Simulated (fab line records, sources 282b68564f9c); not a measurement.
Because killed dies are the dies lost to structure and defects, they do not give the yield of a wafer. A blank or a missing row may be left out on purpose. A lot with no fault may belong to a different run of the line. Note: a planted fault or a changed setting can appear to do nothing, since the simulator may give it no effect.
Problem report, 8D (eight disciplines) form, completed by code    flow ritCmos    the parts of the form that need people (team, actions taken, sign-off) are left out

## 1. WHAT WENT WRONG
Mean PWELL_TW at RIT_PWELL_TW_MEAS_10: 1121 over 6 wafers in 2 lots; fault-free wafers: 957, standard deviation 8.5. Measured from the usual mean, that is +19 standard deviations.
First seen on wafer L783.3, day 4 20:34, on filmMetro-04. The record has a number at this step for 42 wafers belonging to 14 lots. Rule for "out" (also "out of limits"): further than 4 standard deviations from the usual mean. The rest of the wafers with a number are treated as sound.

## 2. WHAT IT IS; WHAT IT IS NOT
question                     is                          is not
which readings at this step  PWELL_TW                    -
which lots                   L783, L786                  L769, L770, L773, L774, L775, L776, L777, L778, L781, L784, L788, L792
which wafers of those lots   all that have a number      -
read on which gauges         filmMetro-02, filmMetro-04  filmMetro-01
when                         from day 4 20:34            up to then (27 sound wafers); but 9 sound wafers of L784, L788, L792 came after

## 3. SUSPECTS, AND WHAT RULES EACH OUT
Counting: a tool stays on the suspect list if, at a process step up to the reading, it processed all lots that are out and no sound lot following the first of them.
- the gauge at RIT_PWELL_TW_MEAS_10 is ruled out. The wafers that are out were read on 2 gauges (filmMetro-02, filmMetro-04).
- implanter-03 at RIT_PWELL_IMPLANT_08: kept. It processed each lot that is out, first L783 at day 4 20:17, and no sound lot thereafter; up to then, the last sound lot it processed was L781 at day 4 10:22. On those wafers its own readings are out: doseIonsCm2, faradayCurrentUA.
After counting, what remains is implanter-03 at RIT_PWELL_IMPLANT_08.

## 4. THE CAUSE (what the simulator had put in)
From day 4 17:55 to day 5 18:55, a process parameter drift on implanter-03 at RIT_PWELL_IMPLANT_08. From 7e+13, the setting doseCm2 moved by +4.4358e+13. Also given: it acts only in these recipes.
Only this tool survived the counting.

## 5. SEQUENCE OF EFFECTS, ordered by route
One row per reading whose mean, taken over the struck wafers that have a number, lies over 3 standard deviations from the usual. Only readings whose record carries a usual standard deviation are examined. hours: median over the lots of the time between each lot's start at the first step of this table that gives one and its start at this step. sigmas: the change, counted in usual standard deviations.
hours  step                      reading           usual         on struck wafers  change      sigmas
0      RIT_PWELL_IMPLANT_08      doseIonsCm2       6.999e+13     1.143e+14         +4.435e+13  +99 or more
0      RIT_PWELL_IMPLANT_08      faradayCurrentUA  222           362               +140        +33
0      RIT_PWELL_TW_MEAS_10      PWELL_TW          957           1121              +164        +19
6      RIT_WELLDRIVE_RS_MEAS_02  PWELL_RS          429.6 ohm/sq  317.0             -112.6      -94
Here are the process steps it includes:
- RIT_PWELL_IMPLANT_08

## 6. WHAT WOULD HAVE CAUGHT IT SOONER
Counted from the fault's start at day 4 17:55, it took 3 hours until the first out-of-limits reading at a measuring or inspecting step in this record, taken at day 4 20:34.
Tool's own readings at RIT_PWELL_IMPLANT_08, doseIonsCm2, faradayCurrentUA: out on all struck wafers the step has rows for; an alarm limit on them would have tripped on the first.
Among the 2 lots that are out, L786 began RIT_PWELL_IMPLANT_08 on implanter-03 after day 4 20:34. Had the tool been put on hold then, it would have been spared.
